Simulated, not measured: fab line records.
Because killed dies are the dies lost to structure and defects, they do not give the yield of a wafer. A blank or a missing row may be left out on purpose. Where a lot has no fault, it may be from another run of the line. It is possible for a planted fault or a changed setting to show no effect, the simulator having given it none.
fab line records | flow rit_cmos
[record] lots = 13 | wafers = 39 | last_day = 7
route steps=202 shown WELLDRIVE@50 NWELL@51 PWELL@52
lots with no fault: from the same line, run without faults
start_h: the number of hours between the record's first day and the start of the first shown wafer of the lot | wait_h: how many hours have passed since the lot's step before this one | " same as the row above | L1.1+2: one row covering several wafers at once | - either no value or no given start | * or withheld: withheld | < > ~ a bound
route shown NAME@n: NAME is a module with steps in the file, n the number in the route of the first one | usual: average and standard deviation across the fault-free wafers | same: alike in all rows | chamber/n: place in a boat | sites: the reading at each site | _std_site: the values' standard deviation | _edge_site: the outer-site mean with the inner-site mean subtracted | radius_mm: for every site, how far away it sits from the centre of the wafer | mask NAME#n: copy n | behind: tool/chamber where the wafer was last shaped | hold: the reason the lot was held/the length of the hold in hours/how it ended | device: the transistor (n, p or np) that didn't switch | end of line: the route-end tests of the same wafers | step lacking rows: just its recipe | killed: at the first sort, the dies lost to defects and structure; wafer yield is something else | map: a wafer's dies, marking killed ones x, the rest . and places with no die _
set.NAME: the setting the step ran with; set.NAME@STEP: the setting that earlier step ran with | model.NAME: the simulator's own value behind a step, which no gauge read
one table for each step of the route and one row for each wafer, over a sample of lots
services: the hour from which a tool's chamber was out of use, counted from the record's first day as start_h (under 0 if before that day), plus the number of hours and why
[[steps]]
[step RIT_WELLDRIVE_ANNEAL_00]
[recipe] temp_c = 1100 | time_s = 14700 | ambient = N2
[usual] run_length_s = 18273/5.4 | spike_tc_source_C = 1124.9/2.6 | tube_center_temp_C_max = 1102.8/0.5 | zone_power_centre_pct = 53/3.3
lot.wafer | tool       | chamber | start_h | wait_h | run_length_s | spike_tc_source_C | tube_center_temp_C_max | zone_power_centre_pct
L316.1    | furnace-04 | 0       | 30.84   | 1.4    | 18276        | 1124.2            | 1102.9                 | 57
L316.3    | "          | 0       | "       | "      | 18276        | 1123.1            | 1103.9                 | 56
L316.6    | "          | 0       | "       | "      | 18276        | 1122.7            | 1102.9                 | 57
L317.1    | furnace-04 | 0       | 36.17   | 0.4    | 18267        | 1124.0            | 1102.3                 | 56
L317.3    | "          | 0       | "       | "      | 18267        | 1123.6            | 1102.8                 | 57
L317.6    | "          | 0       | "       | "      | 18267        | 1124.3            | 1102.9                 | 56
L318.2    | furnace-04 | 0       | 36.17   | 0.2    | 18281        | 1124.3            | 1102.5                 | 58
L318.5    | "          | 0       | "       | "      | 18281        | 1124.6            | 1103.8                 | 58
L318.6    | "          | 0       | "       | "      | 18281        | 1123.4            | 1102.5                 | 56
L320.1    | furnace-04 | 0       | 44.36   | 0.1    | 18269        | 1124.7            | 1102.1                 | 57
L320.5    | "          | 0       | "       | "      | 18269        | 1124.9            | 1102.4                 | 56
L320.6    | "          | 0       | "       | "      | 18269        | 1123.8            | 1102.3                 | 56
L321.1    | furnace-04 | 0       | 49.50   | 0.1    | 18270        | 1123.2            | 1102.5                 | 58
L321.3    | "          | 0       | "       | "      | 18270        | 1124.7            | 1102.9                 | 58
L321.6    | "          | 0       | "       | "      | 18270        | 1124.4            | 1103.1                 | 57
L323.4    | furnace-03 | 0       | 62.05   | 1.5    | 18278        | 1121.2            | 1101.9                 | 49
L323.5    | "          | 0       | "       | "      | 18278        | 1123.2            | 1103.1                 | 49
L323.6    | "          | 0       | "       | "      | 18278        | 1123.8            | 1102.3                 | 49
L324.1    | furnace-04 | 0       | 63.72   | 0.1    | 12385        | 1122.7            | 1103.8                 | 57
L324.4    | "          | 0       | "       | "      | 12385        | 1124.7            | 1102.7                 | 57
L324.6    | "          | 0       | "       | "      | 12385        | 1124.3            | 1102.4                 | 56
L327.3    | furnace-03 | 0       | 83.87   | 0.4    | 18270        | 1123.3            | 1102.8                 | 49
L327.4    | "          | 0       | "       | "      | 18270        | 1124.6            | 1103.1                 | 50
L327.5    | "          | 0       | "       | "      | 18270        | 1123.5            | 1102.8                 | 49
L333.2    | furnace-01 | 0       | 109.87  | 0.0    | 18274        | 1126.9            | 1102.7                 | 53
L333.4    | "          | 0       | "       | "      | 18274        | 1130.1            | 1103.7                 | 53
L333.6    | "          | 0       | "       | "      | 18274        | 1130.2            | 1102.5                 | 52
L335.1    | furnace-03 | 0       | 120.65  | 0.3    | 18275        | 1122.5            | 1103.0                 | 49
L335.2    | "          | 0       | "       | "      | 18275        | 1123.7            | 1103.0                 | 49
L335.4    | "          | 0       | "       | "      | 18275        | 1123.3            | 1102.4                 | 49
L337.2    | furnace-03 | 0       | 128.99  | 0.9    | 18269        | 1124.0            | 1103.5                 | 50
L337.3    | "          | 0       | "       | "      | 18269        | 1123.3            | 1102.6                 | 49
L337.4    | "          | 0       | "       | "      | 18269        | 1123.2            | 1102.9                 | 49
L338.2    | furnace-03 | 0       | 135.54  | 0.0    | 18268        | 1123.8            | 1102.9                 | 49
L338.5    | "          | 0       | "       | "      | 18268        | 1122.8            | 1103.1                 | 50
L338.6    | "          | 0       | "       | "      | 18268        | 1123.0            | 1102.7                 | 49
L339.1    | furnace-01 | 0       | 140.11  | 0.6    | 18284        | 1130.2            | 1102.1                 | 53
L339.4    | "          | 0       | "       | "      | 18284        | 1128.2            | 1102.8                 | 53
L339.6    | "          | 0       | "       | "      | 18284        | 1128.4            | 1102.8                 | 53
[step RIT_WELLDRIVE_RS_MEAS_01]
[recipe] thk_meas_gauge = four-point-probe
[usual] NWELL_RS = 275.4/0.97
lot.wafer | tool          | chamber | start_h | wait_h | NWELL_RS[ohm/sq]
L316.1    | film_metro-01 | -       | 35.92   | 0.0    | 275.3
L316.3    | "             | -       | "       | "      | 275.8
L316.6    | "             | -       | "       | "      | 276.1
L317.1    | film_metro-03 | -       | 41.25   | 0.0    | 274.6
L317.3    | "             | -       | "       | "      | 275.0
L317.6    | "             | -       | "       | "      | 275.1
L318.2    | film_metro-01 | -       | 41.40   | 0.1    | 274.8
L318.5    | "             | -       | "       | "      | 274.7
L318.6    | "             | -       | "       | "      | 274.9
L320.1    | film_metro-01 | -       | 49.44   | 0.0    | 273.9
L320.5    | "             | -       | "       | "      | 274.3
L320.6    | "             | -       | "       | "      | 274.6
L321.1    | film_metro-03 | -       | 54.59   | 0.0    | 275.1
L321.3    | "             | -       | "       | "      | 276.6
L321.6    | "             | -       | "       | "      | 276.2
L323.4    | film_metro-02 | -       | 67.20   | 0.1    | 277.1
L323.5    | "             | -       | "       | "      | 276.8
L323.6    | "             | -       | "       | "      | 277.2
L324.1    | film_metro-03 | -       | 68.80   | 1.6    | 300.8
L324.4    | "             | -       | "       | "      | 300.1
L324.6    | "             | -       | "       | "      | 300.7
L327.3    | film_metro-01 | -       | 89.00   | 0.0    | 276.5
L327.4    | "             | -       | "       | "      | 275.6
L327.5    | "             | -       | "       | "      | 275.3
L333.2    | film_metro-01 | -       | 114.97  | 0.0    | 274.5
L333.4    | "             | -       | "       | "      | 274.6
L333.6    | "             | -       | "       | "      | 274.9
L335.1    | film_metro-03 | -       | 125.73  | 0.0    | 274.7
L335.2    | "             | -       | "       | "      | 275.3
L335.4    | "             | -       | "       | "      | 275.4
L337.2    | film_metro-03 | -       | 134.09  | 0.0    | 273.9
L337.3    | "             | -       | "       | "      | 274.7
L337.4    | "             | -       | "       | "      | 274.7
L338.2    | film_metro-02 | -       | 140.64  | 0.0    | 276.3
L338.5    | "             | -       | "       | "      | 275.1
L338.6    | "             | -       | "       | "      | 276.0
L339.1    | film_metro-03 | -       | 145.19  | 0.0    | 275.4
L339.4    | "             | -       | "       | "      | 274.2
L339.6    | "             | -       | "       | "      | 274.9
[step RIT_WELLDRIVE_RS_MEAS_02]
[recipe] thk_meas_gauge = four-point-probe
[usual] PWELL_RS = 430.0/1.4
lot.wafer | tool          | chamber | start_h | wait_h | PWELL_RS[ohm/sq]
L316.1    | film_metro-01 | -       | 36.04   | 0.1    | 430.2
L316.3    | "             | -       | "       | "      | 430.5
L316.6    | "             | -       | "       | "      | 430.7
L317.1    | film_metro-03 | -       | 41.37   | 0.1    | 430.4
L317.3    | "             | -       | "       | "      | 429.9
L317.6    | "             | -       | "       | "      | 429.0
L318.2    | film_metro-01 | -       | 41.52   | 0.1    | 431.0
L318.5    | "             | -       | "       | "      | 429.7
L318.6    | "             | -       | "       | "      | 430.4
L320.1    | film_metro-01 | -       | 49.56   | 0.1    | 432.4
L320.5    | "             | -       | "       | "      | 430.9
L320.6    | "             | -       | "       | "      | 431.6
L321.1    | film_metro-03 | -       | 54.71   | 0.1    | 430.8
L321.3    | "             | -       | "       | "      | 429.8
L321.6    | "             | -       | "       | "      | 429.9
L323.4    | film_metro-02 | -       | 67.32   | 0.1    | 430.5
L323.5    | "             | -       | "       | "      | 431.8
L323.6    | "             | -       | "       | "      | 430.8
L324.1    | film_metro-03 | -       | 68.92   | 0.1    | 455.9
L324.4    | "             | -       | "       | "      | 457.1
L324.6    | "             | -       | "       | "      | 458.0
L327.3    | film_metro-01 | -       | 89.12   | 0.1    | 429.1
L327.4    | "             | -       | "       | "      | 429.9
L327.5    | "             | -       | "       | "      | 429.4
L333.2    | film_metro-01 | -       | 115.09  | 0.1    | 431.2
L333.4    | "             | -       | "       | "      | 430.3
L333.6    | "             | -       | "       | "      | 431.4
L335.1    | film_metro-03 | -       | 125.85  | 0.1    | 427.7
L335.2    | "             | -       | "       | "      | 428.0
L335.4    | "             | -       | "       | "      | 425.8
L337.2    | film_metro-03 | -       | 134.21  | 0.1    | 431.1
L337.3    | "             | -       | "       | "      | 431.2
L337.4    | "             | -       | "       | "      | 431.8
L338.2    | film_metro-02 | -       | 140.76  | 0.1    | 430.1
L338.5    | "             | -       | "       | "      | 429.5
L338.6    | "             | -       | "       | "      | 430.0
L339.1    | film_metro-03 | -       | 145.31  | 0.1    | 430.2
L339.4    | "             | -       | "       | "      | 430.6
L339.6    | "             | -       | "       | "      | 431.1
[[services]]
tool       | chamber | start_h | hours | kind
furnace-03 | -       | 14.40   | 2.9   | pm
furnace-04 | -       | 26.12   | 3.6   | pm
furnace-03 | -       | 50.70   | 3.2   | pm
[[key]]
[first_sign] step = RIT_WELLDRIVE_ANNEAL_00 | reading = run_length_s | direction = down | sigmas = 99+ | usual = * | struck = *
[effect] step = RIT_WELLDRIVE_RS_MEAS_01 | reading = NWELL_RS | direction = up | sigmas = 26 | usual = 275.4 | struck = 300.5
[effect] step = RIT_WELLDRIVE_RS_MEAS_02 | reading = PWELL_RS | direction = up | sigmas = 20 | usual = 430.0 | struck = 457.0
met_at RIT_WELLDRIVE_ANNEAL_00
struck_lots L324
tester_left_out L324
onset_between 49.50 63.72
[fault] kind = process_parameter_drift | tool = furnace-04 | chamber = - | onset_h = 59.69 | steps = RIT_WELLDRIVE_ANNEAL_00 | channel = time_s | offset = * | shape = step | end_h = 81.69 | acts_in = * | stated = *
// tester_left_out: of these lots the tester's yield and bins aren't shown, on N5 and GAA mostly nor the transistor test; their killed dies are dies lost to structure and defects alone, not to doping, threshold or leakage, so they don't give the yield
